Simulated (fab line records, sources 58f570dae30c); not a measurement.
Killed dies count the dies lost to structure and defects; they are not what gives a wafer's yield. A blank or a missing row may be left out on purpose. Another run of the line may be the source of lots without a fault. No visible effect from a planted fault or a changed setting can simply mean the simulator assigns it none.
fab line records	flow berkeley-cmos170	part 1 of 2: steps 1 to 28 of 39
[record] lots = 5	wafers = 15	last-day = 12
route steps=331 shown PSD@183 NSD@187 BACKSIDE@199 SDANNEAL@204 PLDD@208 NLDD@209 SILICIDE@210 CONTACT@216
lots with no fault: from the same line, run without faults
start-h: start of the lot's first displayed wafer, in hours after the record's first day	wait-h: hours elapsed since this lot's preceding step	" as in the row above	L1.1+2: several wafers, shown together as one row	- either no value or no given start	* or withheld: withheld	< > ~ a bound
route shown NAME@n: a module of which the file shows steps, and the number in the route of the first	usual: mean/standard deviation taken from wafers without a fault	same: alike in all rows	chamber/n: place in a boat	sites: per-site readings	_std_site: standard deviation of those values	_edge_site: inner sites' mean taken away from outer sites' mean	radius-mm: for every site, how far away it sits from the centre of the wafer	mask NAME#n: copy n	behind: tool/chamber where the wafer was last shaped	hold: why the lot went on hold/how many hours it stayed there/how the hold came to an end	device: the n, p or np transistor that did not switch	end of line: the route-end tests of the same wafers	a step without rows: its recipe alone	killed: dies lost to structure and defects at the first sort, not the wafer's yield	map: a wafer's dies, x killed, . not, _ none there
set.NAME: the run value of the setting; set.NAME@STEP: its run value at that earlier step	model.NAME: the simulator's own value behind a step, which no gauge read
lots at selected steps of the route; one table per step, one row per wafer
services: when a tool's chamber went out of use (start-h, in hours from the record's first day, below 0 if earlier), for how many hours, and the reason
[[steps]]
[step UCB170_PSD_IMPLANT_08]
[recipe] species = B	dose-cm2 = 3e+15	energy-kev = 20	tilt-deg = 7
lot.wafer	tool	chamber	start-h	wait-h
L076.1+3+6	implanter-02	0	140.12	0.0
L082.1+3+5	implanter-04	0	181.63	0.0
L087.1+4+5	implanter-02	0	202.03	0.0
L093.2+3+6	implanter-01	0	228.99	0.0
L096.1+5+6	implanter-02	0	249.67	0.0
[step UCB170_PSD_STRIP_09]
[recipe] chemistry = O2	power-w = 400	pressure-mtorr = 3500	platen-temp-c = withheld	o2-flow-sccm = 400	overash-fraction = 0.5
[usual] drypump-motor-current-A = 5.96/0.28	oes-product-au = 0.600/0.0043	strip-time-to-endpoint-s = 29.40/0.069
lot.wafer	tool	chamber	start-h	wait-h	drypump-motor-current-A	oes-product-au	rf-hours-counter-h	strip-time-to-endpoint-s
L076.1	plasma-asher-01	0	140.27	0.1	6.11	0.597	36	29.47
L076.3	"	1	"	"	5.76	0.608	-	29.48
L076.6	"	0	"	"	6.14	0.604	-	29.42
L082.1	plasma-asher-03	1	181.78	0.1	6.15	0.598	8	29.49
L082.3	"	0	"	"	6.17	0.593	-	29.47
L082.5	"	1	"	"	6.13	0.600	-	29.50
L087.1	plasma-asher-03	0	202.18	0.1	6.19	0.605	10	29.30
L087.4	"	0	"	"	6.19	0.598	-	29.35
L087.5	"	0	"	"	6.20	0.605	-	29.39
L093.2	plasma-asher-04	1	229.11	0.1	5.44	0.604	52	29.44
L093.3	"	1	"	"	5.43	0.604	-	29.39
L093.6	"	0	"	"	5.02	0.606	-	29.41
L096.1	plasma-asher-01	1	249.82	0.1	5.76	0.602	49	29.44
L096.5	"	1	"	"	5.75	0.596	-	29.50
L096.6	"	0	"	"	6.08	0.596	-	29.49
[step UCB170_PSD_TW_MEAS_10]
[usual] PSD_TW = 2326/15
lot.wafer	tool	chamber	start-h	wait-h	PSD_TW
L076.1	film-metro-01	-	140.37	0.1	2351
L076.3	"	-	"	"	2335
L076.6	"	-	"	"	2339
L082.1	film-metro-03	-	181.88	0.1	2327
L082.3	"	-	"	"	2319
L082.5	"	-	"	"	2321
L087.1	film-metro-01	-	202.28	0.1	2331
L087.4	"	-	"	"	2333
L087.5	"	-	"	"	2324
L093.2	film-metro-03	-	229.22	0.1	2311
L093.3	"	-	"	"	2312
L093.6	"	-	"	"	2319
L096.1	film-metro-01	-	249.92	0.1	2326
L096.5	"	-	"	"	2321
L096.6	"	-	"	"	2320
[step UCB170_PSD_CLEAN_11]
[recipe] chemistry = SPM	temp-c = 120	time-s = 600
[usual] bath-guard-temp-C = 119.8/0.64	temp-c = 119.97/0.12
lot.wafer	tool	chamber	start-h	wait-h	bath-guard-temp-C	temp-c
L076.1	wet-bench-04	3	140.43	0.1	120.2	120.06
L076.3	"	3	"	"	120.5	119.95
L076.6	"	3	"	"	120.3	120.06
L082.1	wet-bench-02	0	181.94	0.1	118.9	120.09
L082.3	"	0	"	"	119.2	120.25
L082.5	"	0	"	"	118.9	119.98
L087.1	wet-bench-04	1	202.46	0.2	120.4	119.94
L087.4	"	1	"	"	120.1	120.04
L087.5	"	1	"	"	120.6	119.89
L093.2	wet-bench-04	3	229.50	0.3	120.3	120.06
L093.3	"	3	"	"	120.3	120.07
L093.6	"	3	"	"	120.7	119.93
L096.1	wet-bench-04	1	250.45	0.5	120.3	119.85
L096.5	"	1	"	"	120.4	119.83
L096.6	"	1	"	"	120.0	120.07
[step UCB170_NSD_HMDS_00]
[recipe] prime-time-s = 60	prime-temp-c = 100
lot.wafer	tool	chamber	start-h	wait-h
L076.1+3+6	litho-track-02	0	140.82	0.2
L082.1+3+5	litho-track-02	0	182.13	0.0
L087.1+4+5	litho-track-04	0	202.72	0.1
L093.2+3+6	litho-track-04	0	230.13	0.4
L096.1+5+6	litho-track-04	0	250.92	0.3
[step UCB170_NSD_COAT_01]
[recipe] resist = KrF	spin-rpm = 1500	resist-thk-nm = 900
lot.wafer	tool	chamber	start-h	wait-h
L076.1+3+6	litho-track-02	0	140.97	0.1
L082.1+3+5	litho-track-02	0	182.28	0.1
L087.1+4+5	litho-track-04	0	202.87	0.1
L093.2+3+6	litho-track-04	0	230.28	0.1
L096.1+5+6	litho-track-04	0	251.07	0.1
[step UCB170_NSD_SOFTBAKE_02]
[recipe] resist = KrF	temp-c = 130	time-s = 60
lot.wafer	tool	chamber	start-h	wait-h
L076.1+3+6	litho-track-02	0	141.12	0.1
L082.1+3+5	litho-track-02	0	182.43	0.1
L087.1+4+5	litho-track-04	0	203.02	0.1
L093.2+3+6	litho-track-04	0	230.43	0.1
L096.1+5+6	litho-track-04	0	251.22	0.1
[step UCB170_NSD_EXPOSE_03]
[recipe] mask-id = NSELECT_MOD	na = 0.5	sigma-outer = 0.6	source-shape = conventional	target-cd-nm = 1200	dose-mj = 30
[usual] focus-offset-nm = 0.1/0.53
lot.wafer	tool	chamber	start-h	wait-h	mask	focus-offset-nm
L076.1	krf-scanner-01	0	141.40	0.2	NSELECT_MOD#0	-0.3
L076.3	"	0	"	"	NSELECT_MOD#0	-0.2
L076.6	"	0	"	"	NSELECT_MOD#0	-0.5
L082.1	krf-scanner-01	0	182.58	0.1	NSELECT_MOD#0	-0.6
L082.3	"	0	"	"	NSELECT_MOD#0	0.0
L082.5	"	0	"	"	NSELECT_MOD#0	0.1
L087.1	krf-scanner-02	0	203.30	0.2	NSELECT_MOD#0	-0.2
L087.4	"	0	"	"	NSELECT_MOD#0	-0.1
L087.5	"	0	"	"	NSELECT_MOD#0	-0.4
L093.2	krf-scanner-01	0	230.58	0.1	NSELECT_MOD#0	0.0
L093.3	"	0	"	"	NSELECT_MOD#0	0.3
L093.6	"	0	"	"	NSELECT_MOD#0	0.5
L096.1	krf-scanner-01	0	251.75	0.5	NSELECT_MOD#0	0.1
L096.5	"	0	"	"	NSELECT_MOD#0	-0.3
L096.6	"	0	"	"	NSELECT_MOD#0	-0.2
[step UCB170_NSD_PEB_04]
[recipe] peb-temp-c = 130	peb-time-s = withheld	resist = KrF
lot.wafer	tool	chamber	start-h	wait-h
L076.1+3+6	litho-track-04	0	141.61	0.2
L082.1+3+5	litho-track-04	0	182.86	0.3
L087.1+4+5	litho-track-04	0	204.07	0.8
L093.2+3+6	litho-track-04	0	231.13	0.5
L096.1+5+6	litho-track-02	0	251.86	0.1
[step UCB170_NSD_DEVELOP_05]
[recipe] developer = TMAH	develop-time-s = 45	resist = KrF	dev-temp-c = 21
lot.wafer	tool	chamber	start-h	wait-h
L076.1+3+6	litho-track-04	0	-	-
L082.1+3+5	litho-track-04	0	-	-
L087.1+4+5	litho-track-04	0	-	-
L093.2+3+6	litho-track-04	0	-	-
L096.1+5+6	litho-track-02	0	-	-
[step UCB170_NSD_CD_MEAS_06]
[recipe] target-cd-nm = 1200
[usual] cd-nm = 1199.6/1.4
lot.wafer	tool	chamber	start-h	wait-h	cd-nm
L076.1	cd-sem-01	-	141.88	-	1199.1
L076.3	"	-	"	"	1199.0
L076.6	"	-	"	"	1199.6
L082.1	cd-sem-02	-	183.14	-	1200.1
L082.3	"	-	"	"	1198.1
L082.5	"	-	"	"	1199.1
L087.1	cd-sem-01	-	204.35	-	1199.0
L087.4	"	-	"	"	1199.1
L087.5	"	-	"	"	1199.4
L093.2	cd-sem-02	-	231.40	-	1199.4
L093.3	"	-	"	"	1199.8
L093.6	"	-	"	"	1200.9
L096.1	cd-sem-02	-	252.20	-	1202.6
L096.5	"	-	"	"	1200.8
L096.6	"	-	"	"	1201.5
[step UCB170_NSD_OVL_MEAS_07]
[usual] NSD_OVL = -4/5.5
lot.wafer	tool	chamber	start-h	wait-h	NSD_OVL[nm]
L076.1	overlay-02	-	142.00	0.1	-2
L076.3	"	-	"	"	1
L076.6	"	-	"	"	-13
L082.1	overlay-01	-	183.27	0.1	1
L082.3	"	-	"	"	-8
L082.5	"	-	"	"	-14
L087.1	overlay-02	-	204.47	0.1	-2
L087.4	"	-	"	"	11
L087.5	"	-	"	"	0
L093.2	overlay-02	-	231.51	0.1	-15
L093.3	"	-	"	"	-11
L093.6	"	-	"	"	-11
L096.1	overlay-01	-	252.33	0.1	-3
L096.5	"	-	"	"	-4
L096.6	"	-	"	"	-6
[step UCB170_NSD_IMPLANT_08]
[recipe] species = P	dose-cm2 = 3e+15	energy-kev = 40	tilt-deg = 7
lot.wafer	tool	chamber	start-h	wait-h
L076.1+3+6	implanter-04	0	142.04	0.0
L082.1+3+5	implanter-02	0	183.30	0.0
L087.1+4+5	implanter-04	0	204.50	0.0
L093.2+3+6	implanter-02	0	231.56	0.0
L096.1+5+6	implanter-02	0	252.37	0.0
[step UCB170_NSD_STRIP_09]
[recipe] chemistry = O2	power-w = 400	pressure-mtorr = 3500	platen-temp-c = withheld	o2-flow-sccm = 400	overash-fraction = 0.5
[usual] drypump-motor-current-A = 5.9/0.5	oes-product-au = 0.534/0.0047	strip-time-to-endpoint-s = 35.82/0.072
lot.wafer	tool	chamber	start-h	wait-h	drypump-motor-current-A	oes-product-au	rf-hours-counter-h	strip-time-to-endpoint-s
L076.1	plasma-asher-03	0	142.19	0.1	6.2	0.538	3	35.83
L076.3	"	1	"	"	6.2	0.531	-	35.79
L076.6	"	0	"	"	6.2	0.538	-	35.77
L082.1	plasma-asher-02	1	183.45	0.1	4.7	0.535	47	35.78
L082.3	"	0	"	"	6.5	0.536	-	35.90
L082.5	"	1	"	"	4.7	0.536	-	35.83
L087.1	plasma-asher-01	1	204.65	0.1	5.8	0.537	44	35.91
L087.4	"	0	"	"	6.1	0.536	-	35.88
L087.5	"	0	"	"	6.1	0.530	-	35.91
L093.2	plasma-asher-01	1	231.69	0.1	5.8	0.534	47	35.82
L093.3	"	0	"	"	6.1	0.535	-	35.83
L093.6	"	0	"	"	6.1	0.534	-	35.88
L096.1	plasma-asher-03	0	252.52	0.1	6.2	0.533	15	35.97
L096.5	"	0	"	"	6.2	0.535	-	35.88
L096.6	"	1	"	"	6.1	0.532	-	35.88
[step UCB170_NSD_TW_MEAS_10]
[usual] NSD_TW = 4181/36
lot.wafer	tool	chamber	start-h	wait-h	NSD_TW
L076.1	film-metro-02	-	142.29	0.1	4152
L076.3	"	-	"	"	4148
L076.6	"	-	"	"	4154
L082.1	film-metro-03	-	183.55	0.1	4156
L082.3	"	-	"	"	4174
L082.5	"	-	"	"	4177
L087.1	film-metro-01	-	204.75	0.1	4214
L087.4	"	-	"	"	4179
L087.5	"	-	"	"	4222
L093.2	film-metro-02	-	231.80	0.1	4153
L093.3	"	-	"	"	4143
L093.6	"	-	"	"	4142
L096.1	film-metro-01	-	252.67	0.1	4214
L096.5	"	-	"	"	4200
L096.6	"	-	"	"	4200
[step UCB170_NSD_CLEAN_11]
[recipe] chemistry = SPM	temp-c = 120	time-s = 600
[usual] bath-guard-temp-C = 120.22/0.3	temp-c = 120.00/0.13
lot.wafer	tool	chamber	start-h	wait-h	bath-guard-temp-C	temp-c
L076.1	wet-bench-04	1	142.36	0.1	120.24	119.82
L076.3	"	1	"	"	120.41	119.93
L076.6	"	1	"	"	120.31	119.86
L082.1	wet-bench-01	2	183.61	0.1	120.31	120.19
L082.3	"	2	"	"	120.02	119.89
L082.5	"	2	"	"	120.51	120.02
L087.1	wet-bench-03	2	204.81	0.1	119.89	119.91
L087.4	"	2	"	"	119.83	120.00
L087.5	"	2	"	"	119.85	119.99
L093.2	wet-bench-03	1	234.13	2.3	120.17	119.99
L093.3	"	1	"	"	120.30	119.95
L093.6	"	1	"	"	120.19	120.09
L096.1	wet-bench-03	2	252.85	0.2	120.00	119.97
L096.5	"	2	"	"	120.49	119.90
L096.6	"	2	"	"	120.13	120.08
[step UCB170_BACKSIDE_HMDS_00]
[recipe] prime-time-s = 60	prime-temp-c = 100
lot.wafer	tool	chamber	start-h	wait-h
L076.1+3+6	litho-track-01	0	142.54	0.0
L082.1+3+5	litho-track-03	0	183.79	0.0
L087.1+4+5	litho-track-03	0	204.99	0.0
L093.2+3+6	litho-track-03	0	234.33	0.0
L096.1+5+6	litho-track-02	0	253.02	0.0
[step UCB170_BACKSIDE_COAT_01]
[recipe] resist = KrF	spin-rpm = 1500	resist-thk-nm = 900
lot.wafer	tool	chamber	start-h	wait-h
L076.1+3+6	litho-track-01	0	142.69	0.1
L082.1+3+5	litho-track-03	0	183.94	0.1
L087.1+4+5	litho-track-03	0	205.14	0.1
L093.2+3+6	litho-track-03	0	234.48	0.1
L096.1+5+6	litho-track-02	0	253.17	0.1
[step UCB170_BACKSIDE_SOFTBAKE_02]
[recipe] resist = KrF	temp-c = 130	time-s = 60
lot.wafer	tool	chamber	start-h	wait-h
L076.1+3+6	litho-track-01	0	142.84	0.1
L082.1+3+5	litho-track-03	0	184.09	0.1
L087.1+4+5	litho-track-03	0	205.29	0.1
L093.2+3+6	litho-track-03	0	234.63	0.1
L096.1+5+6	litho-track-02	0	253.32	0.1
[step UCB170_BACKSIDE_STRIP_03]
[recipe] chemistry = O2	power-w = 400	pressure-mtorr = 3500	platen-temp-c = withheld	o2-flow-sccm = 400	overash-fraction = 0.5
[usual] drypump-motor-current-A = 5.7/0.59	oes-product-au = 0.735/0.004	strip-time-to-endpoint-s = 21.96/0.066
lot.wafer	tool	chamber	start-h	wait-h	drypump-motor-current-A	oes-product-au	rf-hours-counter-h	strip-time-to-endpoint-s
L076.1	plasma-asher-02	1	142.99	0.1	4.7	0.736	43	21.96
L076.3	"	1	"	"	4.7	0.738	-	22.01
L076.6	"	1	"	"	4.7	0.729	-	22.03
L082.1	plasma-asher-03	0	184.24	0.1	6.2	0.739	8	21.96
L082.3	"	0	"	"	6.2	0.738	-	21.96
L082.5	"	1	"	"	6.1	0.740	-	21.90
L087.1	plasma-asher-04	0	205.44	0.1	5.0	0.736	50	21.91
L087.4	"	1	"	"	5.4	0.742	-	21.97
L087.5	"	1	"	"	5.5	0.738	-	22.01
L093.2	plasma-asher-03	1	234.75	0.1	6.1	0.738	13	21.95
L093.3	"	1	"	"	6.1	0.733	-	21.94
L093.6	"	1	"	"	6.2	0.735	-	21.91
L096.1	plasma-asher-04	0	253.47	0.1	5.1	0.735	55	21.94
L096.5	"	1	"	"	5.4	0.734	-	21.90
L096.6	"	0	"	"	5.0	0.732	-	21.89
[step UCB170_BACKSIDE_CLEAN_04]
[recipe] chemistry = SPM	temp-c = 120	time-s = 600
[usual] bath-guard-temp-C = 120.0/0.42	temp-c = 120.00/0.14
lot.wafer	tool	chamber	start-h	wait-h	bath-guard-temp-C	temp-c
L076.1	wet-bench-03	1	143.09	0.1	119.9	119.79
L076.3	"	1	"	"	120.3	119.96
L076.6	"	1	"	"	120.1	119.90
L082.1	wet-bench-01	3	184.34	0.1	119.6	120.37
L082.3	"	3	"	"	120.1	120.25
L082.5	"	3	"	"	120.5	120.01
L087.1	wet-bench-03	0	205.54	0.1	120.0	120.20
L087.4	"	0	"	"	120.4	120.33
L087.5	"	0	"	"	120.1	120.09
L093.2	wet-bench-03	3	234.85	0.1	120.4	120.00
L093.3	"	3	"	"	120.9	120.10
L093.6	"	3	"	"	120.8	120.18
L096.1	wet-bench-02	1	253.62	0.1	119.9	120.01
L096.5	"	1	"	"	119.6	120.01
L096.6	"	1	"	"	119.6	120.13
[step UCB170_SDANNEAL_RTA_00]
[recipe] temp-c = 900	time-s = 10	ambient = N2
[usual] lamp-power-pct = 24.8/1.1	wafer_temp_C_max = 902.8/0.68
lot.wafer	tool	chamber	start-h	wait-h	lamp-power-pct	wafer_temp_C_max
L076.1	rtp-anneal-02	0	143.26	0.0	25.9	903.8
L076.3	"	0	"	"	25.9	903.5
L076.6	"	0	"	"	25.9	903.0
L082.1	rtp-anneal-01	0	184.53	0.0	23.7	902.9
L082.3	"	0	"	"	23.7	902.6
L082.5	"	0	"	"	23.7	902.7
L087.1	rtp-anneal-01	0	205.71	0.0	23.6	902.6
L087.4	"	0	"	"	23.7	902.0
L087.5	"	0	"	"	23.7	901.8
L093.2	rtp-anneal-02	0	235.04	0.0	25.9	902.6
L093.3	"	0	"	"	25.9	903.1
L093.6	"	0	"	"	26.0	905.3
L096.1	rtp-anneal-01	0	253.80	0.0	23.7	902.4
L096.5	"	0	"	"	23.7	903.0
L096.6	"	0	"	"	23.7	902.5
[step UCB170_SDANNEAL_RTA_01]
[recipe] temp-c = 1050	time-s = 5	ambient = N2
[usual] lamp-power-pct = 38.3/1.7	wafer_temp_C_max = 1053.3/0.73
lot.wafer	tool	chamber	start-h	wait-h	lamp-power-pct	wafer_temp_C_max
L076.1	rtp-anneal-02	0	143.33	0.1	40.0	1052.6
L076.3	"	0	"	"	40.1	1052.7
L076.6	"	0	"	"	40.0	1054.9
L082.1	rtp-anneal-01	0	184.60	0.1	36.5	1053.7
L082.3	"	0	"	"	36.6	1053.1
L082.5	"	0	"	"	36.6	1053.7
L087.1	rtp-anneal-01	0	205.78	0.1	36.5	1053.2
L087.4	"	0	"	"	36.6	1051.5
L087.5	"	0	"	"	36.6	1053.1
L093.2	rtp-anneal-02	0	235.10	0.1	40.0	1052.8
L093.3	"	0	"	"	40.1	1053.0
L093.6	"	0	"	"	40.0	1053.8
L096.1	rtp-anneal-01	0	253.87	0.1	36.5	1053.3
L096.5	"	0	"	"	36.6	1053.4
L096.6	"	0	"	"	36.5	1053.3
[step UCB170_SDANNEAL_RS_MEAS_02]
[recipe] thk-meas-gauge = four-point-probe
[usual] PSD_RS = 75.46/0.29
lot.wafer	tool	chamber	start-h	wait-h	PSD_RS[ohm/sq]
L076.1	film-metro-03	-	143.39	0.0	75.58
L076.3	"	-	"	"	75.70
L076.6	"	-	"	"	75.74
L082.1	film-metro-03	-	184.65	0.0	74.79
L082.3	"	-	"	"	74.94
L082.5	"	-	"	"	75.41
L087.1	film-metro-03	-	205.84	0.0	75.73
L087.4	"	-	"	"	75.29
L087.5	"	-	"	"	75.44
L093.2	film-metro-03	-	235.17	0.1	75.72
L093.3	"	-	"	"	75.84
L093.6	"	-	"	"	75.82
L096.1	film-metro-01	-	253.92	0.0	75.08
L096.5	"	-	"	"	75.13
L096.6	"	-	"	"	75.08
[step UCB170_SDANNEAL_RS_MEAS_03]
[recipe] thk-meas-gauge = four-point-probe
[usual] NSD_RS = 37.24/0.12
lot.wafer	tool	chamber	start-h	wait-h	NSD_RS[ohm/sq]
L076.1	film-metro-03	-	143.51	0.1	37.24
L076.3	"	-	"	"	37.26
L076.6	"	-	"	"	37.22
L082.1	film-metro-03	-	184.77	0.1	37.28
L082.3	"	-	"	"	37.19
L082.5	"	-	"	"	37.23
L087.1	film-metro-03	-	205.96	0.1	37.15
L087.4	"	-	"	"	37.19
L087.5	"	-	"	"	37.17
L093.2	film-metro-03	-	235.29	0.1	37.24
L093.3	"	-	"	"	37.32
L093.6	"	-	"	"	37.16
L096.1	film-metro-01	-	254.04	0.1	37.00
L096.5	"	-	"	"	37.15
L096.6	"	-	"	"	37.12
[step UCB170_SDANNEAL_RS_MEAS_04]
[recipe] thk-meas-gauge = four-point-probe
[usual] PLDD_RS = 1031.0/2.6
lot.wafer	tool	chamber	start-h	wait-h	PLDD_RS[ohm/sq]
L076.1	film-metro-03	-	143.63	0.1	1035.1
L076.3	"	-	"	"	1037.6
L076.6	"	-	"	"	1034.3
L082.1	film-metro-03	-	184.89	0.1	1031.7
L082.3	"	-	"	"	1030.2
L082.5	"	-	"	"	1028.0
L087.1	film-metro-03	-	206.08	0.1	1029.6
L087.4	"	-	"	"	1028.4
L087.5	"	-	"	"	1028.5
L093.2	film-metro-03	-	235.41	0.1	1030.3
L093.3	"	-	"	"	1030.8
L093.6	"	-	"	"	1031.1
L096.1	film-metro-01	-	254.16	0.1	1031.5
L096.5	"	-	"	"	1031.9
L096.6	"	-	"	"	1030.8
[step UCB170_SDANNEAL_RS_MEAS_05]
[recipe] thk-meas-gauge = four-point-probe
[usual] NLDD_RS = 615.9/1.6
lot.wafer	tool	chamber	start-h	wait-h	NLDD_RS[ohm/sq]
L076.1	film-metro-03	-	143.75	0.1	616.2
L076.3	"	-	"	"	616.0
L076.6	"	-	"	"	617.2
L082.1	film-metro-03	-	185.01	0.1	615.9
L082.3	"	-	"	"	616.7
L082.5	"	-	"	"	616.1
L087.1	film-metro-03	-	206.20	0.1	614.1
L087.4	"	-	"	"	616.5
L087.5	"	-	"	"	615.7
L093.2	film-metro-03	-	235.53	0.1	613.9
L093.3	"	-	"	"	615.2
L093.6	"	-	"	"	615.6
L096.1	film-metro-01	-	254.28	0.1	616.3
L096.5	"	-	"	"	614.8
L096.6	"	-	"	"	616.4
[step UCB170_SILICIDE_PRE_CLEAN_00]
[recipe] gas = Ar	preclean-etch-time-s = 60
lot.wafer	tool	chamber	start-h	wait-h
L076.1+3+6	pvd-sputter-01	-	143.87	0.1
L082.1+3+5	pvd-sputter-03	-	185.13	0.1
L087.1+4+5	pvd-sputter-01	-	206.32	0.1
L093.2+3+6	pvd-sputter-02	-	235.63	0.1
L096.1+5+6	pvd-sputter-03	-	254.40	0.1
